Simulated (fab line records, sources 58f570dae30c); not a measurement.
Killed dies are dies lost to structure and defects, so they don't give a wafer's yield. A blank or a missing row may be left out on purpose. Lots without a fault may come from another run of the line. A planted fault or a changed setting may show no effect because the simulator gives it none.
A struck lot beside a sound one | flow berkeley_cmos170 | 44 steps out of a route of 331
Sound: wafers L467.2, L467.4, L467.6. Struck: wafers L476.3, L476.4, L476.5. The cause comes at the end.
At each step with rows: each side's tool, then ch and its chambers, then its first start. Under that, the readings that differ: sound wafers | struck wafers | difference of the means | sigmas: that difference in standard deviations of wafers without a fault.
alike: readings whose means differ by less than 2 such deviations, and words and numbers that are the same on both sides. not compared: withheld readings, readings that some wafer has no value for, bounds like >300 that may hide the same value, and numbers for which the record gives no deviation and whose values overlap.
The two part at a step that has a row with sigmas, a row that says differs or no value, or rows on one side only. Numbers that don't overlap but have no deviation are shown without sigmas and don't part them. A reading that every wafer of one side lacks parts them only if that side has two wafers or more.

UCB170_GATE_STRIP_16: strips in O2.
  sound on plasma_asher-01 ch 0, day 7 21:31; struck on plasma_asher-04 ch 0,1, day 10 03:07
  reading                     | sound             | struck            | difference | sigmas
  drypump_motor_current_A (A) | 6.6 6.7 6.7       | 4.9 6.2 4.9       | -1.3       | -2
  oes_product_au (a.u.)       | 0.720 0.725 0.723 | 0.732 0.736 0.729 | +0.010     | +2
  not compared: rf_hours_counter_h
UCB170_GATE_CD_MEAS_90: target cd 350 nm.
  sound on cd_sem-01, day 7 21:39; struck on cd_sem-01, day 10 03:14
  alike: cd_nm
then, 7 steps without rows for these wafers: UCB170_GATE_CLEAN_17 (cleans in SPM, time 600 s); UCB170_PLDD_HMDS_00 (prime time 60 s); UCB170_PLDD_COAT_01 (resist thk 900 nm); UCB170_PLDD_SOFTBAKE_02 (time 60 s); UCB170_PLDD_EXPOSE_03 (exposes mask PSELECT, target cd 1200 nm); UCB170_PLDD_PEB_04; UCB170_PLDD_DEVELOP_05 (develop time 45 s).
UCB170_PLDD_CD_MEAS_06: target cd 1200 nm.
  sound on cd_sem-02, day 7 23:08; struck on cd_sem-01, day 10 05:42
  alike: cd_nm
UCB170_PLDD_OVL_MEAS_07:
  sound on overlay-02, day 7 23:14; struck on overlay-02, day 10 05:47
  alike: PLDD_OVL
then, 1 step without rows for these wafers: UCB170_PLDD_IMPLANT_08.
UCB170_PLDD_IMPLANT_09:
  sound on implanter-03 ch 0, day 7 23:26; struck on implanter-02 ch 0, day 10 06:01
  reading                   | sound             | struck            | difference | sigmas
  implant_ion_amu           | 49 49 49          | 11 11 11          | -38        |
  model.implant.rp_nm (nm)  | 10.34 10.34 10.34 | 33.28 33.28 33.28 | +22.94     |
  model.implant.drp_nm (nm) | 6.005 6.005 6.005 | 17.11 17.11 17.11 | +11.11     |
  alike: tilt_deg
UCB170_PLDD_STRIP_10: strips in O2.
  sound on plasma_asher-01 ch 0,1, day 7 23:34; struck on plasma_asher-01 ch 0,1, day 10 06:09
  reading                      | sound             | struck            | difference | sigmas
  strip_time_to_endpoint_s (s) | 21.50 21.49 21.41 | 21.66 21.64 21.66 | +0.19      | +3
  alike: drypump_motor_current_A, oes_product_au
  not compared: rf_hours_counter_h
UCB170_PLDD_TW_MEAS_11:
  sound on film_metro-04, day 7 23:40; struck on film_metro-02, day 10 06:14
  reading | sound          | struck      | difference | sigmas
  PLDD_TW | 1007 1001 1006 | 890 881 886 | -119       | -18
then, 7 steps without rows for these wafers: UCB170_PLDD_CLEAN_12 (cleans in SPM, time 600 s); UCB170_NLDD_HMDS_00 (prime time 60 s); UCB170_NLDD_COAT_01 (resist thk 900 nm); UCB170_NLDD_SOFTBAKE_02 (time 60 s); UCB170_NLDD_EXPOSE_03 (exposes mask NSELECT, target cd 1200 nm); UCB170_NLDD_PEB_04; UCB170_NLDD_DEVELOP_05 (develop time 45 s).
UCB170_NLDD_CD_MEAS_06: target cd 1200 nm.
  sound on cd_sem-01, day 8 00:54; struck on cd_sem-02, day 10 07:38
  alike: cd_nm
UCB170_NLDD_OVL_MEAS_07:
  sound on overlay-01, day 8 01:01; struck on overlay-02, day 10 07:44
  alike: NLDD_OVL
then, 2 steps without rows for these wafers: UCB170_NLDD_IMPLANT_08; UCB170_NLDD_IMPLANT_09.
UCB170_NLDD_STRIP_10: strips in O2.
  sound on plasma_asher-02 ch 0,1, day 8 01:20; struck on plasma_asher-03 ch 0,1, day 10 08:05
  alike: drypump_motor_current_A, oes_product_au, strip_time_to_endpoint_s
  not compared: rf_hours_counter_h
UCB170_NLDD_TW_MEAS_11:
  sound on film_metro-01, day 8 01:27; struck on film_metro-04, day 10 08:10
  alike: NLDD_TW
then, 1 step without rows for these wafers: UCB170_NLDD_CLEAN_12 (cleans in SPM, time 600 s).
UCB170_SPACER_CVD_00: deposits SiO2 from TEOS/O2, target thk 376 nm, time 47 s.
  sound on pecvd-04 ch 1,2, day 8 01:40; struck on pecvd-02 ch 0,1, day 10 09:07
  alike: heater_power_w, rf_fwd_power_W
UCB170_SPACER_THK_MEAS_01:
  sound on film_metro-03, day 8 01:44; struck on film_metro-01, day 10 09:11
  alike: SPACER_TEOS_THK
then, 1 step without rows for these wafers: UCB170_SPACER_ANNEAL_02 (time 1800 s).
UCB170_SPACER_ETCHBACK_03: etches SiO2 in CHF3/CF4/Ar, stops on Si, target depth 376 nm, time 100 s.
  sound on rie_diel-03 ch 0,2,3, day 8 06:34; struck on rie_diel-01 ch 0,2, day 10 10:43
  reading                     | sound       | struck      | difference | sigmas
  drypump_motor_current_A (A) | 5.8 6.0 5.7 | 5.4 4.7 4.7 | -0.9       | -2
  alike: cf4_flow_sccm, oes_product_au, rf_fwd_power_W, throttle_valve_pct
  not compared: rf_hours_counter_h
then, 6 steps without rows for these wafers: UCB170_PSD_HMDS_00 (prime time 60 s); UCB170_PSD_COAT_01 (resist thk 900 nm); UCB170_PSD_SOFTBAKE_02 (time 60 s); UCB170_PSD_EXPOSE_03 (exposes mask PSELECT MOD, target cd 1200 nm); UCB170_PSD_PEB_04; UCB170_PSD_DEVELOP_05 (develop time 45 s).
UCB170_PSD_CD_MEAS_06: target cd 1200 nm.
  sound on cd_sem-01, day 8 07:43; struck on cd_sem-02, day 10 11:47
  reading    | sound                | struck               | difference | sigmas
  cd_nm (nm) | 1201.7 1199.9 1200.9 | 1198.2 1198.2 1197.0 | -3.0       | -2
UCB170_PSD_OVL_MEAS_07:
  sound on overlay-01, day 8 07:49; struck on overlay-02, day 10 11:53
  alike: PSD_OVL
then, 1 step without rows for these wafers: UCB170_PSD_IMPLANT_08.
UCB170_SDANNEAL_RS_MEAS_04: measures by four-point-probe.
  sound on film_metro-02, day 8 11:25; struck on film_metro-01, day 10 16:25
  reading          | sound                | struck            | difference | sigmas
  PLDD_RS (ohm/sq) | 1026.6 1027.0 1028.4 | 925.9 927.9 928.7 | -99.8      | -36
then, 1 step without rows for these wafers: UCB170_M3_PROBE_99.

WHERE THEY PART
First at UCB170_GATE_STRIP_16; last, within this record, at UCB170_SDANNEAL_RS_MEAS_04.

WHY: what the simulator had put in
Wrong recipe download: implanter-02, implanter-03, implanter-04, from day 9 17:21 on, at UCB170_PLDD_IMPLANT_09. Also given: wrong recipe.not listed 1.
